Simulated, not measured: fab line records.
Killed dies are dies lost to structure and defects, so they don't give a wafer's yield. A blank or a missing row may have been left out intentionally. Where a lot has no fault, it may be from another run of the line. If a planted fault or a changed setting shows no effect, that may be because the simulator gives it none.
Problem report in the 8D (eight disciplines) form, filled by code    flow berkeley-cmos170    the parts of the form that need people (team, actions taken, sign-off) are left out

1. WHAT IS WRONG
PSD_TW at UCB170_PSD_TW_MEAS_10 reads a mean of 2206 on 6 wafers of 2 lots; wafers without a fault read 2305 with a standard deviation of 13. Relative to the usual mean, that is a shift of -7.7 standard deviations.
Seen first at day 12 04:33 on film-metro-01, wafer L785.1. The record has a number at this step for 42 wafers belonging to 14 lots. Rule for "out", or "out of limits": more than 4 standard deviations from the usual mean. Any other wafer with a number is counted as sound.

2. WHAT IT IS, AND WHAT IT ISN'T
question                     is                            is not
which readings at this step  PSD_TW                        -
which lots                   L785, L788                    L769, L770, L771, L772, L773, L774, L775, L776, L778, L779, L780, L786
which wafers of those lots   all that have a number        -
read on which gauges         film-metro-01, film-metro-02  film-metro-03
when                         from day 12 04:33             up to then (36 sound wafers)

3. WHAT RULES OUT EACH SUSPECT
Counting: a tool at any process step up to the reading remains a suspect when it ran all the lots that are out and ran no sound lot after the first of those.
- ruled out: the gauge at UCB170_PSD_TW_MEAS_10. 2 gauges (film-metro-01, film-metro-02) read the wafers that are out.
- implanter-02 at UCB170_PSD_IMPLANT_08: kept. It ran every lot that is out, first L785 (day 12 04:18), and no sound lot after that; its last sound lot up to then is L786 (day 12 04:00). On those wafers its own readings are out: beam-energy-keV.
- plasma-asher-01 at UCB170_PSD_STRIP_09 (strips in O2): kept. It ran every lot that is out, first L785 (day 12 04:27), and no sound lot after that; its last sound lot up to then is L786 (day 12 04:09). On those wafers its own readings are out: strip-time-to-endpoint-s.
What counting leaves: implanter-02 at UCB170_PSD_IMPLANT_08 and plasma-asher-01 at UCB170_PSD_STRIP_09.

4. THE CAUSE (what the simulator had put in)
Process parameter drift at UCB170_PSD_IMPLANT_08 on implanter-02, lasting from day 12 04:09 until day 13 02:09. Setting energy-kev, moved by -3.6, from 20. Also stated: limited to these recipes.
Of the 2 suspects that counting leaves, this tool is one.

5. SEQUENCE OF EFFECTS, ordered by route
Each row: a reading where the mean over the struck wafers with a number is more than 3 standard deviations away from the usual. Only readings for which the record gives a usual standard deviation are gone through. hours: the time from each lot's start at the first step in this table that gives one to its start at this step, as a median over the lots. sigmas: the change in usual standard deviations.
hours  step                        reading                   usual        on struck wafers  change  sigmas
0      UCB170_PSD_IMPLANT_08       beam-energy-keV           19.999       16.395            -3.604  -99 or more
0      UCB170_PSD_STRIP_09         oes-product-au            0.600 a.u.   0.621             +0.021  +4.5
0      UCB170_PSD_STRIP_09         strip-time-to-endpoint-s  29.34 s      27.78             -1.56   -22
0      UCB170_PSD_TW_MEAS_10       PSD_TW                    2305         2206              -100    -7.7
5      UCB170_SDANNEAL_RS_MEAS_02  PSD_RS                    75.5 ohm/sq  77.8              +2.3    +7.5
The process steps in it:
- UCB170_PSD_IMPLANT_08
- UCB170_PSD_STRIP_09: strips in O2.
Later measuring or inspecting steps at which every struck wafer that the step has a row for has a number for every such reading, and none has moved that far: UCB170_V2_BOW_MEAS_03.

6. WHAT WOULD HAVE CAUGHT IT SOONER
0 hours passed between the start of the fault at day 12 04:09 and the first reading out of limits at a measuring or inspecting step in this record, taken at day 12 04:33.
At UCB170_PSD_IMPLANT_08, the tool's own readings (beam-energy-keV) were out on each struck wafer the step has a row for, so an alarm limit on them would have fired on the first such wafer.
L788, from the lots that are out (2), started UCB170_PSD_IMPLANT_08 on implanter-02 later than day 12 04:33. It would have been spared by a hold on the tool at that moment.
